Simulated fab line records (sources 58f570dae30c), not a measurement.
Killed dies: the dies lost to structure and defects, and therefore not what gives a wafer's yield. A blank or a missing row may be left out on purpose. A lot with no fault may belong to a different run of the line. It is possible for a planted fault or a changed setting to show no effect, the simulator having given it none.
8D (eight disciplines) problem report, filled in by code | flow berkeley_cmos170 | the parts of the form that need people (team, actions taken, sign-off) are left out

== 1. WHAT IS WRONG ==
Mean of run_length_s at UCB170_V1_CVD_00: 268.1 s across 6 wafers in 2 lots; on wafers with no fault it is 277.8 s (standard deviation 0.38). That is -25 standard deviations from the usual mean.
The step: deposits SiO2 from TEOS/O2, target thk 2000 nm, time 250 s.
First seen on wafer L873.4, day 10 00:37, on pecvd-01. At this step, 42 wafers from 14 lots have a number in the record. The rule behind "out" and "out of limits": a value lying over 4 standard deviations away from the usual mean. The other wafers with a number count as sound.

== 2. WHAT THIS IS AND IS NOT ==
question                    | is                     | is not
which readings at this step | run_length_s           | heater_power_w
which lots                  | L873, L876             | L865, L868, L869, L871, L877, L879, L880, L883, L884, L886, L887, L888
which wafers of those lots  | all that have a number | -
read on which tools         | pecvd-01               | pecvd-03, pecvd-04
when                        | from day 10 00:37      | up to then (12 sound wafers); but 24 sound wafers of L877, L879, L880, L883, L884, L886, L887, L888 came after

== 3. THE SUSPECTS, EACH WITH WHAT RULES IT OUT ==
Counting: any tool at a process step up to the reading is kept as a suspect provided that every lot that is out went through it and no sound lot did after the first of them.
- plasma_asher-02 at UCB170_M1_STRIP_13 (strips in O2): ruled out as a lasting fault. After its first lot that is out, L873 (day 9 22:32), sound lots L877, L880, L887 ran on it.
- pecvd-01 at UCB170_V1_CVD_00 (deposits SiO2 from TEOS/O2, target thk 2000 nm, time 250 s): kept. It processed each lot that is out, first L873 at day 10 00:37, and no sound lot thereafter; up to then, the last sound lot it processed was L871 at day 9 21:52. Out on those wafers are its own readings of run_length_s.
The count leaves pecvd-01 at UCB170_V1_CVD_00.

== 4. THE CAUSE (what the simulator had put in) ==
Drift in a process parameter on pecvd-01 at UCB170_V1_CVD_00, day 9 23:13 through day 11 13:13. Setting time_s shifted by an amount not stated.
This tool alone remained once counting was done.

== 5. THE EFFECT CHAIN, in route order ==
One row per reading whose mean, taken over the struck wafers that have a number, lies over 3 standard deviations from the usual. Only readings whose record carries a usual standard deviation are examined. hours: median over the lots of the time between each lot's start at the first step of this table that gives one and its start at this step. sigmas: the change, counted in usual standard deviations.
hours | step             | reading      | usual   | on struck wafers | change | sigmas
0     | UCB170_V1_CVD_00 | run_length_s | 277.8 s | 268.1            | -9.7   | -25
Process steps it contains:
- UCB170_V1_CVD_00: deposits SiO2 from TEOS/O2, target thk 2000 nm, time 250 s.
Later measuring or inspecting steps at which every struck wafer that the step has a row for has a number for every such reading, and none has moved that far: UCB170_V1_THK_MEAS_04.

== 6. HOW IT WOULD HAVE BEEN CAUGHT EARLIER ==
In this record the first reading out of limits was taken at day 10 00:37, 1 hour after the fault began at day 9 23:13.
